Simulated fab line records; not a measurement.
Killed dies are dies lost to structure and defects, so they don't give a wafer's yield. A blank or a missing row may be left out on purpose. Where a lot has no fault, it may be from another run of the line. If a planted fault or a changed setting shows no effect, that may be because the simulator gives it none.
A struck lot beside a sound one ; flow rit-cmos ; 30 out of 202 route steps
Sound: the wafers L320.4, L320.5, L320.6. Wafers L331.1, L331.2, L331.5 were the ones struck. At the end, the cause is stated.
Per side, at each step with rows, come the tool, then ch with its chambers, and then its first start. Under that, the readings that differ: sound wafers ; struck wafers ; difference of the means ; sigmas: that difference in standard deviations of wafers without a fault.
alike: a reading whose means differ by less than 2 such deviations, as well as words and numbers matching on both sides. not compared: withheld readings; readings where some wafer has no value; bounds like >300 that might hide an equal value; numbers whose values overlap and for which the record gives no deviation.
Wherever a step has rows on one side only, a row that says differs or no value, or a row with sigmas, the two part there. Numbers that have no deviation but don't overlap get no sigmas and don't part them. Lack of a reading on every wafer of one side parts them only where that side has two or more wafers.

RIT_FOX2_THK_MEAS_01:
  sound on film-metro-04 at day 3 05:43; struck on film-metro-01 at day 5 14:37
  alike: FOX2_OXIDE_THK
then, 2 steps without rows for these wafers: RIT_FOX2_CLEAN_02 (cleans in dHF, time 180 s); RIT_FOX2_WET_ETCH_03 (etches Si3N4 in H3PO4, target depth 195 nm, time 2700 s).
RIT_FOX2_THK_MEAS_90:
  sound on film-metro-04 at day 3 06:35; struck on film-metro-04 at day 5 15:29
  alike: FIELD_OXIDE_LEFT_1_THK
then, 6 steps without rows for these wafers: RIT_NWELL_HMDS_00 (prime time 61.01 s); RIT_NWELL_COAT_01 (resist thk 1300 nm); RIT_NWELL_SOFTBAKE_02 (time 60 s); RIT_NWELL_EXPOSE_03 (exposes mask M2, target cd 43900 nm); RIT_NWELL_PEB_04; RIT_NWELL_DEVELOP_05 (develop time 68 s).
RIT_NWELL_OVL_MEAS_06:
  sound on overlay-02 at day 3 07:31; struck on overlay-02 at day 5 16:33
  alike: NWELL_OVL
then, 1 step without rows for these wafers: RIT_NWELL_HARDBAKE_07 (time 120 s).
RIT_NWELL_IMPLANT_08:
  sound on implanter-04 ch 0, day 3 07:52; struck on implanter-04 ch 0, day 5 16:50
reading;sound;struck;difference;sigmas
dose-ions-cm2;5.006e+13 5.007e+13 4.998e+13;5.509e+13 5.493e+13 5.505e+13;+4.987e+12;+80
faraday-current-uA;157.5 155.2 157.0;177.4 175.2 172.5;+18.5;+6
  alike: end-station-pressure-torr
RIT_NWELL_STRIP_09: strips in O2, time 180 s.
  sound on plasma-asher-02 ch 0,1, day 3 07:59; struck on plasma-asher-04 ch 0,1, day 5 16:59
  alike: drypump-motor-current-A
  not compared: rf-hours-counter-h
RIT_NWELL_TW_MEAS_10:
  sound on film-metro-04 at day 3 08:08; struck on film-metro-01 at day 5 17:10
reading;sound;struck;difference;sigmas
NWELL_TW;2145 2146 2142;2211 2221 2219;+73;+7
then, 6 steps without rows for these wafers: RIT_PWELL_HMDS_00 (prime time 60 s); RIT_PWELL_COAT_01 (resist thk 1300 nm); RIT_PWELL_SOFTBAKE_02 (time 60 s); RIT_PWELL_EXPOSE_03 (exposes mask M3, target cd 43700 nm); RIT_PWELL_PEB_04; RIT_PWELL_DEVELOP_05 (develop time 68 s).
RIT_PWELL_OVL_MEAS_06:
  sound on overlay-01 at day 3 09:04; struck on overlay-02 at day 5 18:13
reading;sound;struck;difference;sigmas
PWELL_OVL (nm);2.7 3.9 3.5;-0.7 -0.7 -0.7;-4.1;-2
then, 2 steps without rows for these wafers: RIT_PWELL_HARDBAKE_07 (time 120 s); RIT_PWELL_IMPLANT_08.
RIT_PWELL_STRIP_09: strips in O2, time 180 s.
  sound on plasma-asher-03 ch 0,1, day 3 09:32; struck on plasma-asher-03 ch 0,1, day 5 18:40
  alike: drypump-motor-current-A
  not compared: rf-hours-counter-h
RIT_PWELL_TW_MEAS_10:
  sound on film-metro-01 at day 3 09:41; struck on film-metro-01 at day 5 18:50
  alike: PWELL_TW
then, 1 step without rows for these wafers: RIT_WELLDRIVE_ANNEAL_00 (time 14700 s).
RIT_WELLDRIVE_RS_MEAS_01: the measuring method here is four-point-probe.
  sound on film-metro-04 at day 3 14:52; struck on film-metro-04 at day 5 23:59
reading;sound;struck;difference;sigmas
NWELL_RS (ohm/sq);276.2 275.1 275.4;259.5 259.0 259.1;-16.4;-20
RIT_WELLDRIVE_RS_MEAS_02: the measuring method here is four-point-probe.
  sound on film-metro-04 at day 3 14:59; struck on film-metro-04 at day 6 00:06
  alike: PWELL_RS
RIT_M1_PROBE_99:
  sound on prober-02 at day 4 20:31; struck on prober-01 at day 7 05:56
reading;sound;struck;difference;sigmas
model.etest.nwell-pinched.rs-ohm-sq;337.2 338.5 341.3;316.4 320.5 311.6;-22.8;
model.etest.well-edge-left.line-ohm-um;184.9 184.2 183.3;168.6 169.7 169.6;-14.8;
model.etest.well-edge-right.line-ohm-um;181.3 181.8 184.7;171.3 169.7 170.3;-12.2;
model.etest.field-p-metal.vt-v (V);-29.55 -29.24 -28.99;-30.51 -30.37 -30.98;-1.36;
model.etest.field-p.vt-v (V);-12.97 -13.02 -12.97;-13.13 -13.19 -13.23;-0.20;
model.etest.iso-nwell-nwell.bv-v (V);22.29 22.44 22.34;21.57 22.1 21.58;-0.61;
model.etest.vpnp.gain;1.019 1.014 1.029;0.9866 1.013 0.9673;-0.0317;
  alike: killed-at-contacts, killed-at-front-end, killed-dies, killed-open, killed-short
  not compared: model.etest.diode-pplus-nwell.bv-v

WHERE THEY PART
Earliest at RIT_NWELL_IMPLANT_08; latest, in this record, at RIT_WELLDRIVE_RS_MEAS_01. Later steps at which nothing parts them and some readings are alike: RIT_WELLDRIVE_RS_MEAS_02, RIT_M1_PROBE_99.

WHY: the cause the simulator had injected
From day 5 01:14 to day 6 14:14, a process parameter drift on implanter-04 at RIT_NWELL_IMPLANT_08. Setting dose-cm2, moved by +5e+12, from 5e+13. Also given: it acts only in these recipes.
